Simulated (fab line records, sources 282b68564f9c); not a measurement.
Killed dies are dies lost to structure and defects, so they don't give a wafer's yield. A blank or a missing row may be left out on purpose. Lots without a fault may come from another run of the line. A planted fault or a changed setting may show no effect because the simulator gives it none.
fab line records | flow rit_cmos
record lots=6 wafers=18 last_day=7
route steps=202 shown ACTIVE@8 FOX1@20 FOX2@23 M1@202
lots that met no fault: from a run of the same line without faults
start_h: hours from the record's first day to the start of the lot's first wafer shown | wait_h: hours since the lot's step before | " the same as in the row above | L1.1+2: a row that stands for several wafers | - no value, or no start given | * or withheld: withheld | < > ~ a bound
route shown NAME@n: a module of which the file shows steps, and the number in the route of the first | usual: mean/standard deviation of fault-free wafers | same: alike in all rows | chamber/n: place in a boat | sites: the reading at each site | _std_site: their standard deviation | _edge_site: outer sites' mean less inner sites' | radius_mm: how far each site lies from the wafer's centre | mask NAME#n: copy n | behind: the tool/chamber that last shaped the wafer | hold: why the lot was held/for how many hours/how that ended | device: the transistor (n, p or np) that didn't switch | end of line: the same wafers' tests at the end of the route | a step without rows: its recipe alone | killed: dies lost to structure and defects at the first sort, not the wafer's yield | map: a wafer's dies, x killed, . not, _ none there
set.NAME: the setting as run; set.NAME@STEP: as run at that earlier step | model.NAME: the simulator's own value behind a step, which no gauge read
lots at some steps of the route; a table a step, a row a wafer
services: from which hour (start_h, from the record's first day; less than 0 if before it) a tool's chamber was out of use, for how many hours, and why
## steps
# step RIT_ACTIVE_SOFTBAKE_07
# recipe resist=NOVOLAK temp_c=90 time_s=60
# step RIT_ACTIVE_EXPOSE_08
# recipe mask_id=M1 na=0.6 source_shape=conventional sigma_outer=0.6 target_cd_nm=1400 dose_mj=230.3
# step RIT_ACTIVE_PEB_09
# recipe resist=NOVOLAK temp_c=withheld time_s=withheld
# step RIT_ACTIVE_DEVELOP_10
# recipe resist=NOVOLAK develop_time_s=47.85 dev_temp_c=23
# step RIT_ACTIVE_CD_MEAS_11
# recipe target_cd_nm=1400
# usual cd_nm=1400.3/2.3
# columns lot.wafer tool chamber start_h wait_h cd_nm
L890.3 cd_sem-01 - 14.60 - 1401.6
L890.4 " - " " 1401.5
L890.6 " - " " 1401.5
L893.2 cd_sem-01 - 29.46 - 1397.6
L893.3 " - " " 1400.0
L893.4 " - " " 1399.1
L896.1 cd_sem-01 - 44.44 - 1404.3
L896.2 " - " " 1404.9
L896.5 " - " " 1403.7
L904.1 cd_sem-01 - 84.56 - 1396.5
L904.5 " - " " 1395.5
L904.6 " - " " 1397.6
L909.2 cd_sem-02 - 109.61 - 1404.5
L909.4 " - " " 1401.3
L909.6 " - " " 1401.6
L913.2 cd_sem-02 - 129.46 - 1401.0
L913.3 " - " " 1402.0
L913.4 " - " " 1400.6
# step RIT_ACTIVE_HARDBAKE_12
# recipe resist=NOVOLAK temp_c=140 time_s=60
# step RIT_ACTIVE_ETCH_13
# recipe stop_on=SiO2 chemistry=SF6 target=Si3N4 time_s=210 over_etch_frac=0.4 SF6_flow_sccm=200 pressure_mtorr=260 rf_w=125 target_depth_a=2100
# usual drypump_motor_current_A=5.7/0.57 oes_product_au=0.820/0.011 throttle_valve_pct=7.50/0.13
# same over_etch_frac=0.4
# columns lot.wafer tool chamber start_h wait_h drypump_motor_current_A oes_product_au rf_hours_counter_h throttle_valve_pct
L890.3 rie_diel-03 1 14.83 0.1 6.1 0.826 172 7.41
L890.4 " 2 " " 6.0 0.811 21 7.51
L890.6 " 1 " " 6.0 0.832 - 7.42
L893.2 rie_diel-04 0 29.71 0.1 6.3 0.809 134 7.41
L893.3 " 2 " " 5.4 0.819 104 7.63
L893.4 " 1 " " 4.7 0.818 71 7.48
L896.1 rie_diel-03 3 44.71 0.1 5.5 0.831 146 7.72
L896.2 " 2 " " 6.0 0.815 22 7.50
L896.5 " 0 " " 5.6 0.827 - 7.62
L904.1 rie_diel-03 3 84.83 0.1 5.4 0.841 147 7.73
L904.5 " 2 " " 6.0 0.818 - 7.49
L904.6 " 3 " " 5.4 0.841 - 7.73
L909.2 rie_diel-02 3 109.86 0.1 6.2 0.819 22 7.47
L909.4 " 0 " " 6.5 0.823 36 7.38
L909.6 " 1 " " 4.9 0.829 - 7.55
L913.2 rie_diel-02 3 129.71 0.1 6.2 0.818 23 7.47
L913.3 " 0 " " 6.5 0.802 36 7.39
L913.4 " 2 " " 5.6 0.822 6 7.53
# step RIT_ACTIVE_STRIP_14
# recipe chemistry=O2 time_s=180 resist=NOVOLAK platen_temp_c=withheld power_w=500 pressure_mtorr=4000 o2_flow_sccm=4000
# usual drypump_motor_current_A=6.1/0.56 rf_refl_power_W=5.9/0.66
# columns lot.wafer tool chamber start_h wait_h drypump_motor_current_A rf_hours_counter_h rf_refl_power_W
L890.3 plasma_asher-02 1 15.03 0.1 6.6 - 6.0
L890.4 " 0 " " 6.1 - 6.1
L890.6 " 1 " " 6.6 - 5.9
L893.2 plasma_asher-02 1 29.84 0.1 6.6 23 5.9
L893.3 " 0 " " 6.1 - 6.4
L893.4 " 1 " " 6.6 - 6.0
L896.1 plasma_asher-01 1 44.84 0.1 5.6 41 4.3
L896.2 " 0 " " 6.8 41 5.5
L896.5 " 1 " " 5.6 - 4.3
L904.1 plasma_asher-01 1 84.97 0.1 5.6 44 4.5
L904.5 " 1 " " 5.6 - 4.1
L904.6 " 0 " " 6.8 - 5.3
L909.2 plasma_asher-02 0 109.99 0.1 6.1 31 6.1
L909.4 " 1 " " 6.6 - 5.9
L909.6 " 1 " " 6.6 - 6.1
L913.2 plasma_asher-02 0 129.84 0.1 6.1 33 6.3
L913.3 " 1 " " 6.6 - 5.8
L913.4 " 0 " " 6.1 - 6.5
# step RIT_ACTIVE_CD_MEAS_90
# recipe target_cd_nm=1400
# usual cd_nm=1400.2/2.3
# columns lot.wafer tool chamber start_h wait_h cd_nm
L890.3 cd_sem-02 - 15.18 0.1 1401.5
L890.4 " - " " 1401.0
L890.6 " - " " 1402.2
L893.2 cd_sem-02 - 30.04 0.1 1397.8
L893.3 " - " " 1399.8
L893.4 " - " " 1399.5
L896.1 cd_sem-02 - 45.02 0.1 1404.0
L896.2 " - " " 1404.3
L896.5 " - " " 1403.2
L904.1 cd_sem-02 - 85.14 0.1 1396.2
L904.5 " - " " 1395.7
L904.6 " - " " 1397.1
L909.2 cd_sem-02 - 110.18 0.1 1404.8
L909.4 " - " " 1401.4
L909.6 " - " " 1401.5
L913.2 cd_sem-01 - 130.04 0.1 1401.8
L913.3 " - " " 1401.5
L913.4 " - " " 1400.4
# step RIT_ACTIVE_CLEAN_15
# recipe chemistry=SC1 mix=3:3:50 time_s=600 temp_c=75
# step RIT_ACTIVE_CLEAN_16
# recipe chemistry=dHF dilution=50:1 time_s=30
# step RIT_ACTIVE_CLEAN_17
# recipe chemistry=SC2 mix=3:3:50 time_s=600 temp_c=75 dry=n2_spin
# step RIT_FOX1_OXIDATION_00
# recipe temp_c=1100 ambient=H2O target_thk_a=3507 p_h2o_torr=720 ox_time_s=1130
# usual ox_time_s=1130/0
# columns lot.wafer tool chamber start_h wait_h ox_time_s model.SiO2_of_FOX1_OXIDATION_00.thk_nm model.Si3N4_of_ACTIVE_CVD_03.thk_nm
L890.3 furnace-01 0 15.68 0.0 1130 353.1 142.2
L890.4 " 0 " " 1130 344.9 140.7
L890.6 " 0 " " 1130 346.5 142.6
L893.2 furnace-02 0 30.92 0.4 1130 361.1 144.9
L893.3 " 0 " " 1130 362 144.7
L893.4 " 0 " " 1130 359 144.6
L896.1 furnace-01 0 45.54 0.0 1130 357 141.3
L896.2 " 0 " " 1130 356 142.6
L896.5 " 0 " " 1130 357.3 141.9
L904.1 furnace-02 0 85.98 0.0 1130 343.9 145.3
L904.5 " 0 " " 1130 342.6 144.9
L904.6 " 0 " " 1130 348 144.1
L909.2 furnace-01 0 111.92 1.1 508.5 210.6 146.6
L909.4 " 0 " " 508.5 221.2 147
L909.6 " 0 " " 508.5 212.1 145.8
L913.2 furnace-01 0 130.92 0.0 508.5 218.9 144.3
L913.3 " 0 " " 508.5 223.7 144.2
L913.4 " 0 " " 508.5 215.1 144.5
# step RIT_FOX1_THK_MEAS_01
# recipe reads=SiO2_of_FOX1_OXIDATION_00
# usual FOX1_OXIDE_THK=356/7.4
# columns lot.wafer tool chamber start_h wait_h FOX1_OXIDE_THK[nm]
L890.3 film_metro-01 - 17.01 0.0 353
L890.4 " - " " 345
L890.6 " - " " 347
L893.2 film_metro-03 - 32.24 0.0 361
L893.3 " - " " 362
L893.4 " - " " 359
L896.1 film_metro-04 - 46.85 0.0 357
L896.2 " - " " 356
L896.5 " - " " 358
L904.1 film_metro-04 - 87.29 0.0 344
L904.5 " - " " 343
L904.6 " - " " 348
L909.2 film_metro-01 - 113.25 0.0 211
L909.4 " - " " 221
L909.6 " - " " 212
L913.2 film_metro-03 - 132.24 0.0 219
L913.3 " - " " 224
L913.4 " - " " 215
# step RIT_FOX1_WET_ETCH_02
# recipe chemistry=BOE target_depth_nm=350 time_s=390 temp_c=21.5 dry=n2_spin dilution=10:1 target=SiO2
# step RIT_FOX2_OXIDATION_00
# recipe temp_c=1100 ambient=H2O target_thk_a=3507 p_h2o_torr=720 ox_time_s=1130
# step RIT_FOX2_THK_MEAS_01
# recipe reads=SiO2_of_FOX2_OXIDATION_00
# usual FOX2_OXIDE_THK=358/6.3
# columns lot.wafer tool chamber start_h wait_h FOX2_OXIDE_THK[nm]
L890.3 film_metro-01 - 18.51 0.0 354
L890.4 " - " " 356
L890.6 " - " " 360
L893.2 film_metro-04 - 33.74 0.0 356
L893.3 " - " " 358
L893.4 " - " " 361
L896.1 film_metro-01 - 48.73 0.0 354
L896.2 " - " " 341
L896.5 " - " " 351
L904.1 film_metro-04 - 88.92 0.0 363
L904.5 " - " " 361
L904.6 " - " " 359
L909.2 film_metro-01 - 115.62 0.0 361
L909.4 " - " " 359
L909.6 " - " " 359
L913.2 film_metro-01 - 133.74 0.0 356
L913.3 " - " " 352
L913.4 " - " " 357
# step RIT_FOX2_CLEAN_02
# recipe chemistry=dHF dilution=50:1 time_s=180
# columns lot.wafer tool chamber start_h wait_h model.Si3N4_of_ACTIVE_CVD_03.thk_nm
L890.3 wet_bench-01 2 18.55 0.0 130.4
L890.4 " 2 " " 128.9
L890.6 " 2 " " 130.8
L893.2 wet_bench-01 2 33.79 0.0 133.2
L893.3+4 " 2 " " 133
L896.1 wet_bench-01 2 48.79 0.1 129.6
L896.2 " 2 " " 130.9
L896.5 " 2 " " 130.2
L904.1 wet_bench-01 3 88.98 0.1 133.6
L904.5 " 3 " " 133.2
L904.6 " 3 " " 132.4
L909.2 wet_bench-02 2 115.67 0.0 134.8
L909.4 " 2 " " 135.1
L909.6 " 2 " " 134
L913.2 wet_bench-02 1 133.79 0.0 132.5
L913.3 " 1 " " 132.4
L913.4 " 1 " " 132.6
# step RIT_FOX2_WET_ETCH_03
# recipe chemistry=H3PO4 target=Si3N4 target_depth_nm=195 temp_c=165 time_s=2700
# step RIT_M1_PROBE_99
# usual killed_at_M0_to_M3=0.1/0.34 killed_at_contacts=0.1/0.26 killed_at_front_end=7/3.1 killed_dies=7/3.1 killed_open=3.5/1.9 killed_short=3.4/2.1
# same gross_dies=264 killed_at_M4_up=0 killed_at_back_side=0 killed_at_other=0
# columns lot.wafer tool chamber start_h wait_h killed_at_M0_to_M3 killed_at_contacts killed_at_front_end killed_dies killed_open killed_short model.etest.pplus_sal.width_nm model.etest.nplus_sal.width_nm model.etest.pldd.width_nm model.etest.nldd.width_nm model.etest.nmos_narrow.drive_ua_um model.etest.pmos_narrow.drive_ua_um model.etest.field_p_metal.vt_v model.etest.field_p.vt_v
L890.3 prober-01 - 58.55 0.2 0 1 5 6 3 3 3455 3441 3174 3167 225.8 104.4 -28.89 -13.12
L890.4 prober-01 - 58.60 0.2 0 0 2 2 1 1 3474 3459 3176 3163 228.5 104.8 -29.11 -13.18
L890.6 prober-01 - 58.70 0.2 0 0 8 8 5 3 3469 3449 3141 3156 224.6 103.8 -29 -13.07
L893.2 prober-01 - 74.32 0.1 0 0 7 7 6 1 3428 3428 3143 3150 218.9 99.67 -27.79 -12.42
L893.3 prober-01 - 74.37 0.2 0 0 1 1 1 0 3405 3431 3132 3145 220.4 102.2 -27.2 -12.36
L893.4 prober-01 - 74.42 0.2 0 0 8 8 5 3 3421 3424 3138 3136 215.8 100.9 -28.07 -12.47
L896.1 prober-02 - 89.10 0.1 0 0 11 11 8 3 3399 3415 3170 3166 215.9 99.52 -29.07 -12.56
L896.2 prober-02 - 89.15 0.1 0 0 6 6 2 4 3474 3458 3181 3188 226.2 103.6 -28.52 -12.6
L896.5 prober-02 - 89.30 0.2 0 0 6 6 3 3 3444 3470 3168 3174 214.4 97.92 -28.61 -12.52
L904.1 prober-02 - 130.38 0.1 0 0 9 9 6 3 3451 3425 3144 3148 223.4 100.4 -28.58 -12.69
L904.5 prober-02 - 130.58 0.2 0 0 7 7 4 2 3434 3457 3140 3158 231.1 102.2 -28.09 -12.63
L904.6 prober-02 - 130.63 0.2 0 0 8 8 3 5 3464 3434 3143 3146 227.7 100.3 -28.6 -12.59
L909.2 prober-01 - 154.71 0.1 0 0 11 11 4 7 3593 3608 3276 3262 250.5 115.2 -30.22 -13.44
L909.4 prober-01 - 154.81 0.2 0 0 10 10 2 8 3546 3556 3280 3259 236.3 108 -30.64 -13.4
L909.6 prober-01 - 154.91 0.2 0 0 16 16 8 8 3602 3576 3263 3272 237.4 108.1 -30.39 -13.39
L913.2 prober-01 - 174.30 0.1 0 0 4 4 3 1 3590 3580 3279 3258 248.9 112 -29.75 -13.17
L913.3 prober-01 - 174.35 0.2 1 0 9 10 3 7 3590 3598 3278 3289 249.7 111.9 -29.94 -13.04
L913.4 prober-01 - 174.40 0.2 0 0 4 4 0 4 3616 3597 3278 3286 249.9 111.8 -30.6 -13.22
# killed by level:class
L890.3 SILICIDE:geometric_particle:short=2 SPACER:geometric_particle:short=1 SPACER:geometric_particle:open=1 SILICIDE:geometric_particle:open=1 CONTACT:geometric_particle:open=1
L890.4 GATE:geometric_particle:short=1 SILICIDE:geometric_particle:open=1
L890.6 FOX1:geometric_particle:open=3 GATE:geometric_particle:short=2 GATE:geometric_particle:open=1 REOX:geometric_particle:short=1 SPACER:geometric_particle:open=1
L893.2 GATE:geometric_particle:open=3 SILICIDE:geometric_particle:open=3 GATE:geometric_particle:short=1
L893.3 GATE:geometric_particle:open=1
L893.4 GATE:geometric_particle:short=3 GATE:geometric_particle:open=2 REOX:geometric_particle:open=2 SPACER:geometric_particle:open=1
L896.1 GATE:geometric_particle:open=5 FOX1:geometric_particle:open=2 REOX:geometric_particle:short=2 FOX1:geometric_particle:short=1 REOX:geometric_particle:open=1
L896.2 REOX:geometric_particle:short=2 FOX1:geometric_particle:short=1 GATE:geometric_particle:short=1 REOX:geometric_particle:open=1 SILICIDE:geometric_particle:open=1
L896.5 REOX:geometric_particle:short=2 FOX1:geometric_particle:open=1 FOX2:geometric_particle:open=1 GATE:geometric_particle:open=1 GATE:geometric_particle:short=1
L904.1 SPACER:geometric_particle:open=3 FOX1:geometric_particle:open=2 GATE:geometric_particle:short=2 FOX2:geometric_particle:short=1 GATE:geometric_particle:open=1
L904.5 FOX1:geometric_particle:open=2 SPACER:geometric_particle:open=2 FOX2:geometric_particle:short=1 GATE:geometric_particle:short=1 GATE:coat_microbubble_printed=1
L904.6 GATE:geometric_particle:short=3 GATE:geometric_particle:open=2 FOX1:geometric_particle:short=1 REOX:geometric_particle:open=1 SPACER:geometric_particle:short=1
L909.2 GATE:geometric_particle:short=5 GATE:geometric_particle:open=3 FOX1:geometric_particle:short=1 SILICIDE:geometric_particle:open=1 SILICIDE:geometric_particle:short=1
L909.4 GATE:geometric_particle:short=3 FOX1:geometric_particle:short=2 SPACER:geometric_particle:short=2 GATE:geometric_particle:open=1 SPACER:geometric_particle:open=1 SILICIDE:geometric_particle:short=1
L909.6 GATE:geometric_particle:short=6 GATE:geometric_particle:open=3 REOX:geometric_particle:open=2 SILICIDE:geometric_particle:open=2 FOX1:geometric_particle:short=1 FOX1:geometric_particle:open=1 SILICIDE:geometric_particle:short=1
L913.2 GATE:geometric_particle:open=2 GATE:geometric_particle:short=1 SILICIDE:geometric_particle:open=1
L913.3 GATE:geometric_particle:short=6 FOX2:geometric_particle:open=1 GATE:geometric_particle:open=1 REOX:geometric_particle:open=1 M1:geometric_particle:short=1
L913.4 FOX1:geometric_particle:short=1 GATE:geometric_particle:short=1 SPACER:geometric_particle:short=1 SILICIDE:geometric_particle:short=1
## services
# columns tool chamber start_h hours kind
rie_diel-03 0 -3.53 15.3 repair
rie_diel-02 1 4.13 4.9 repair
furnace-01 - 28.25 3.7 pm
rie_diel-03 1 30.89 - clean
rie_diel-03 1 30.89 14.3 scheduled_down
rie_diel-03 1 30.89 14.3 vent_cycle
plasma_asher-02 - 38.91 14.6 pm
plasma_asher-01 - 59.59 11.9 repair
rie_diel-03 0 63.11 2.6 repair
rie_diel-02 - 72.63 2.8 pm
wet_bench-01 - 74.24 1.2 repair
rie_diel-04 - 75.68 0.6 repair
rie_diel-03 2 97.12 7.6 repair
rie_diel-04 1 97.35 7.6 repair
rie_diel-04 0 101.10 4.5 repair
rie_diel-03 1 102.63 6.6 repair
rie_diel-04 3 109.76 2.6 repair
rie_diel-04 0 121.56 1.8 repair
## key
first_sign step=RIT_FOX1_OXIDATION_00 reading=ox_time_s direction=down sigmas=99+ usual=* struck=*
effect step=RIT_FOX1_THK_MEAS_01 reading=FOX1_OXIDE_THK direction=down sigmas=19 usual=356 struck=217
model_effect step=RIT_FOX1_OXIDATION_00 value=SiO2_of_FOX1_OXIDATION_00.thk_nm without=354.8 struck=217
model_effect step=RIT_FOX2_CLEAN_02 value=Si3N4_of_ACTIVE_CVD_03.thk_nm without=131 struck=133.6
model_effect step=RIT_M1_PROBE_99 value=etest.pplus_sal.width_nm without=3441 struck=3589
met_at RIT_FOX1_OXIDATION_00
struck_wafers L909.2,L909.4,L909.6,L913.2,L913.3,L913.4
tester_left_out L909,L913
onset_between 45.54 111.92
fault kind=process_parameter_drift tool=furnace-01 chamber=- onset_h=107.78 steps=RIT_FOX1_OXIDATION_00 channel=ox_time_s offset=* shape=step end_h=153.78 acts_in=* stated=*
# tester_left_out: of these lots the tester's yield and bins aren't shown, on N5 and GAA mostly nor the transistor test; their killed dies are dies lost to structure and defects alone, not to doping, threshold or leakage, so they don't give the yield
